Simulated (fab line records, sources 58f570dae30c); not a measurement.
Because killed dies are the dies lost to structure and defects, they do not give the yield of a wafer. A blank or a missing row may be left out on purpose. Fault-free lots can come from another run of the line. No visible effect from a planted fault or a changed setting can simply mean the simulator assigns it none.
One fault through the eyes of 2 desks ; flow berkeley_cmos170 ; each desk holds nothing but its own numbers, with what lay behind them at the end

== THE TOOL OWNER'S DESK: litho_track-03 ==
Per lot that ran on this tool, the mean of the sampled wafers carrying a number, from the tool's own readings at UCB170_PSD_SOFTBAKE_02 (time 60 s). Marked OUT: a lot whose mean sits more than 4 standard deviations from the usual mean, which makes it out of limits; the brackets give that distance.
Columns: A = heater_power_total_W at UCB170_PSD_SOFTBAKE_02, usual 56.79 W; B = plate_temp_C at UCB170_PSD_SOFTBAKE_02, usual 130.00 C
lot;first seen here;A;B
L510;day 7 13:19;56.74;130.01
L511;day 7 19:59;56.80;130.10
L513;day 8 17:30;55.58 (-25) OUT;127.95 (-14) OUT
L515;day 8 17:53;55.61 (-25) OUT;127.99 (-13) OUT
Finding of this desk: L513, L515 out of limits; the first was L513 at day 8 17:30, on heater_power_total_W at UCB170_PSD_SOFTBAKE_02. L510, L511 stayed within limits.

== FROM THE METROLOGY DESK ==
Means of the sampled wafers that have a number, per lot and without regard to the tool the lot ran on: this is what the gauges read. Marked OUT: a lot whose mean sits more than 4 standard deviations from the usual mean, which makes it out of limits; the brackets give that distance.
Columns: A = cd_nm at UCB170_PSD_CD_MEAS_06, usual 1199.7 nm
lot;first seen here;A
L505;day 7 00:54;1200.8
L506;day 7 01:09;1200.4
L510;day 7 14:11;1197.6
L511;day 7 21:19;1198.5
L513;day 8 18:22;1195.3
L515;day 8 18:40;1195.4
L517;day 9 06:49;1199.4
L519;day 9 10:33;1198.6
L520;day 9 16:22;1200.8
L521;day 9 20:59;1200.8
L523;day 10 10:04;1198.5
L524;day 10 10:04;1197.5
L525;day 10 10:31;1201.7
L528;day 11 19:22;1200.9
Result from this desk: across the 14 lots, nothing is out of limits.

== TAKEN TOGETHER ==
The tool owner's desk could have raised an alarm at day 8 17:30, on L513, L515.
The metrology desk saw nothing out of limits.
The metrology desk holds a record of L513, L515, inside its limits.
Of the lots named, all ran UCB170_PSD_SOFTBAKE_02 on litho_track-03.

== WHAT WAS PUT IN BY THE SIMULATOR ==
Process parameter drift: litho_track-03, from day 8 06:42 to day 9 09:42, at UCB170_PSD_SOFTBAKE_02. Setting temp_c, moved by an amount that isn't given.
Struck lots among those shown: L513, L515.
Delay in hours, fault start to first out-of-limits reading, by desk: the tool owner's desk at 11.
